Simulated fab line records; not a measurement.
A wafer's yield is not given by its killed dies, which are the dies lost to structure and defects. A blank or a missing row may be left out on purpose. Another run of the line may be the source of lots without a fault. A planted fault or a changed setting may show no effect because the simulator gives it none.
Which of the tools did it? || flow berkeley-cmos170 || 39 wafers from 13 lots sampled at 3 of the route's 331 steps

## WHAT THE GAUGES SHOWED, per wafer
UCB170_V2_THK_MEAS_04. Usual: V2_POLISHED_THK typically reads 999.7 nm, with standard deviation 1.2.
{"lot": "L549", "measured": "day 9 09:15", "on": "film-metro-02", "V2_POLISHED_THK (nm)": "999.8 1000.9 1343.5", "flag": "OFF"}
{"lot": "L550", "measured": "day 8 21:55", "on": "film-metro-04", "V2_POLISHED_THK (nm)": "1000.4 999.0 998.2", "flag": ""}
{"lot": "L552", "measured": "day 8 22:17", "on": "film-metro-03", "V2_POLISHED_THK (nm)": "1000.9 1000.8 1000.3", "flag": ""}
{"lot": "L551", "measured": "day 8 21:32", "on": "film-metro-04", "V2_POLISHED_THK (nm)": "999.2 1002.3 1001.8", "flag": ""}
{"lot": "L554", "measured": "day 9 09:29", "on": "film-metro-02", "V2_POLISHED_THK (nm)": "1352.1 999.8 997.3", "flag": "OFF"}
{"lot": "L556", "measured": "day 10 10:15", "on": "film-metro-03", "V2_POLISHED_THK (nm)": "999.7 1000.1 1000.2", "flag": ""}
{"lot": "L562", "measured": "day 11 00:41", "on": "film-metro-02", "V2_POLISHED_THK (nm)": "998.3 999.3 998.2", "flag": ""}
{"lot": "L563", "measured": "day 10 22:43", "on": "film-metro-04", "V2_POLISHED_THK (nm)": "999.6 999.9 998.3", "flag": ""}
{"lot": "L565", "measured": "day 11 08:21", "on": "film-metro-03", "V2_POLISHED_THK (nm)": "1001.0 999.7 1000.2", "flag": ""}
{"lot": "L568", "measured": "day 11 15:04", "on": "film-metro-04", "V2_POLISHED_THK (nm)": "999.8 1000.6 1001.0", "flag": ""}
{"lot": "L569", "measured": "day 12 02:15", "on": "film-metro-04", "V2_POLISHED_THK (nm)": "1002.9 1001.1 1001.8", "flag": ""}
{"lot": "L571", "measured": "day 12 13:36", "on": "film-metro-02", "V2_POLISHED_THK (nm)": "1000.1 1001.5 1000.2", "flag": ""}
{"lot": "L572", "measured": "day 12 16:22", "on": "film-metro-03", "V2_POLISHED_THK (nm)": "999.1 1000.0 999.9", "flag": ""}

## EACH LOT AND THE TOOL THAT RAN IT (in order: tool; ch and the chambers of the sampled wafers; start)
{"lot": "L549", "UCB170_NWELL_ETCH_13": "rie-diel-01 ch 0,2, day 2 23:58", "UCB170_V2_CMP_02": "cmp-01 ch 0,1,2, day 9 08:49"}
{"lot": "L550", "UCB170_NWELL_ETCH_13": "rie-diel-02 ch 0,3, day 3 00:21", "UCB170_V2_CMP_02": "cmp-01 ch 0,2,3, day 8 21:28"}
{"lot": "L552", "UCB170_NWELL_ETCH_13": "rie-diel-02 ch 0,2,3, day 3 08:32", "UCB170_V2_CMP_02": "cmp-01 ch 1,2,3, day 8 21:52"}
{"lot": "L551", "UCB170_NWELL_ETCH_13": "rie-diel-01 ch 0,1,2, day 3 09:02", "UCB170_V2_CMP_02": "cmp-01 ch 0,2, day 8 21:10"}
{"lot": "L554", "UCB170_NWELL_ETCH_13": "rie-diel-01 ch 0,2, day 3 19:04", "UCB170_V2_CMP_02": "cmp-01 ch 0,1,3, day 9 09:07"}
{"lot": "L556", "UCB170_NWELL_ETCH_13": "rie-diel-01 ch 0,1, day 4 05:22", "UCB170_V2_CMP_02": "cmp-02 ch 1,2,3, day 10 09:52"}
{"lot": "L562", "UCB170_NWELL_ETCH_13": "rie-diel-01 ch 1,2,3, day 5 06:04", "UCB170_V2_CMP_02": "cmp-02 ch 0,1, day 11 00:16"}
{"lot": "L563", "UCB170_NWELL_ETCH_13": "rie-diel-03 ch 0,1,3, day 5 06:20", "UCB170_V2_CMP_02": "cmp-02 ch 0,1,3, day 10 22:23"}
{"lot": "L565", "UCB170_NWELL_ETCH_13": "rie-diel-01 ch 0,2,3, day 5 14:04", "UCB170_V2_CMP_02": "cmp-02 ch 2,3, day 11 07:55"}
{"lot": "L568", "UCB170_NWELL_ETCH_13": "rie-diel-02 ch 0,1,2, day 6 02:28", "UCB170_V2_CMP_02": "cmp-02 ch 2,3, day 11 14:38"}
{"lot": "L569", "UCB170_NWELL_ETCH_13": "rie-diel-03 ch 0,2,3, day 6 10:29", "UCB170_V2_CMP_02": "cmp-02 ch 2,3, day 12 01:52"}
{"lot": "L571", "UCB170_NWELL_ETCH_13": "rie-diel-03 ch 0,3, day 6 19:11", "UCB170_V2_CMP_02": "cmp-01 ch 0,1,3, day 12 13:11"}
{"lot": "L572", "UCB170_NWELL_ETCH_13": "rie-diel-02 ch 2,3, day 7 01:59", "UCB170_V2_CMP_02": "cmp-01 ch 2,3, day 12 15:56"}
- UCB170_NWELL_ETCH_13: etches Si3N4 in CH3F/Ar/O2, stops on SiO2, target depth 246.4 nm, time 154 s.
- UCB170_V2_CMP_02: polishes SiO2.

## WHAT THE TOOLS THEMSELVES READ (means of the sampled wafers that have a number; where no wafer has one, the mark that the record gives instead)
UCB170_NWELL_ETCH_13. Usual: drypump-motor-current-A 5.8 A, standard deviation 0.38; oes-product-au 0.944 a.u., standard deviation 0.013; throttle-valve-pct 8.04 %, standard deviation 0.14.
{"lot": "L549", "tool": "rie-diel-01", "drypump-motor-current-A (A)": 5.5, "oes-product-au (a.u.)": 0.967, "throttle-valve-pct (%)": 7.96, "flag": ""}
{"lot": "L550", "tool": "rie-diel-02", "drypump-motor-current-A (A)": 5.8, "oes-product-au (a.u.)": 0.955, "throttle-valve-pct (%)": 7.99, "flag": ""}
{"lot": "L552", "tool": "rie-diel-02", "drypump-motor-current-A (A)": 5.9, "oes-product-au (a.u.)": 0.948, "throttle-valve-pct (%)": 8.07, "flag": ""}
{"lot": "L551", "tool": "rie-diel-01", "drypump-motor-current-A (A)": 5.6, "oes-product-au (a.u.)": 0.947, "throttle-valve-pct (%)": 7.94, "flag": ""}
{"lot": "L554", "tool": "rie-diel-01", "drypump-motor-current-A (A)": 5.5, "oes-product-au (a.u.)": 0.957, "throttle-valve-pct (%)": 7.97, "flag": ""}
{"lot": "L556", "tool": "rie-diel-01", "drypump-motor-current-A (A)": 5.5, "oes-product-au (a.u.)": 0.936, "throttle-valve-pct (%)": 7.94, "flag": ""}
{"lot": "L562", "tool": "rie-diel-01", "drypump-motor-current-A (A)": 5.6, "oes-product-au (a.u.)": 0.943, "throttle-valve-pct (%)": 7.93, "flag": ""}
{"lot": "L563", "tool": "rie-diel-03", "drypump-motor-current-A (A)": 5.9, "oes-product-au (a.u.)": 0.927, "throttle-valve-pct (%)": 8.07, "flag": ""}
{"lot": "L565", "tool": "rie-diel-01", "drypump-motor-current-A (A)": 5.5, "oes-product-au (a.u.)": 0.943, "throttle-valve-pct (%)": 7.95, "flag": ""}
{"lot": "L568", "tool": "rie-diel-02", "drypump-motor-current-A (A)": 5.9, "oes-product-au (a.u.)": 0.937, "throttle-valve-pct (%)": 8.21, "flag": ""}
{"lot": "L569", "tool": "rie-diel-03", "drypump-motor-current-A (A)": 6.2, "oes-product-au (a.u.)": 0.938, "throttle-valve-pct (%)": 8.11, "flag": ""}
{"lot": "L571", "tool": "rie-diel-03", "drypump-motor-current-A (A)": 6.1, "oes-product-au (a.u.)": 0.935, "throttle-valve-pct (%)": 8.11, "flag": ""}
{"lot": "L572", "tool": "rie-diel-02", "drypump-motor-current-A (A)": 5.9, "oes-product-au (a.u.)": 0.945, "throttle-valve-pct (%)": 8.06, "flag": ""}

UCB170_V2_CMP_02. Usual: motor-current-A reads 16.2 A (standard deviation 1.4).
{"lot": "L549", "tool": "cmp-01", "motor-current-A (A)": 16.1, "flag": ""}
{"lot": "L550", "tool": "cmp-01", "motor-current-A (A)": 16.9, "flag": ""}
{"lot": "L552", "tool": "cmp-01", "motor-current-A (A)": 16.9, "flag": ""}
{"lot": "L551", "tool": "cmp-01", "motor-current-A (A)": 16.3, "flag": ""}
{"lot": "L554", "tool": "cmp-01", "motor-current-A (A)": 16.3, "flag": ""}
{"lot": "L556", "tool": "cmp-02", "motor-current-A (A)": 15.7, "flag": ""}
{"lot": "L562", "tool": "cmp-02", "motor-current-A (A)": 15.5, "flag": ""}
{"lot": "L563", "tool": "cmp-02", "motor-current-A (A)": 16.2, "flag": ""}
{"lot": "L565", "tool": "cmp-02", "motor-current-A (A)": 15.0, "flag": ""}
{"lot": "L568", "tool": "cmp-02", "motor-current-A (A)": 16.3, "flag": ""}
{"lot": "L569", "tool": "cmp-02", "motor-current-A (A)": 15.1, "flag": ""}
{"lot": "L571", "tool": "cmp-01", "motor-current-A (A)": 16.9, "flag": ""}
{"lot": "L572", "tool": "cmp-01", "motor-current-A (A)": 18.1, "flag": ""}

## THE ANSWER, worked out from the rows above alone
Rule: a lot is off if the mean of its wafers that have a number lies more than 3 standard deviations from the usual mean. A lot without any number at a reading at which 4 lots or more have one is off too. All remaining lots with rows at the step are treated as sound. The gauges are gone through in route order, then the tools' own readings, and for those a lot's mean is taken as printed above. At the first step where some lot is off, the reading lying furthest off is the one used; lots without a number count as furthest.
Off: L549, L554, seen at UCB170_V2_THK_MEAS_04 (V2_POLISHED_THK).
A tool fits if, at a process step before that reading, it ran every lot that is off, and no sound lot after the first of them. The gauges at UCB170_V2_THK_MEAS_04 are tried like those tools. None of those tried fits.

## WHAT THE SIMULATOR HAD INSERTED
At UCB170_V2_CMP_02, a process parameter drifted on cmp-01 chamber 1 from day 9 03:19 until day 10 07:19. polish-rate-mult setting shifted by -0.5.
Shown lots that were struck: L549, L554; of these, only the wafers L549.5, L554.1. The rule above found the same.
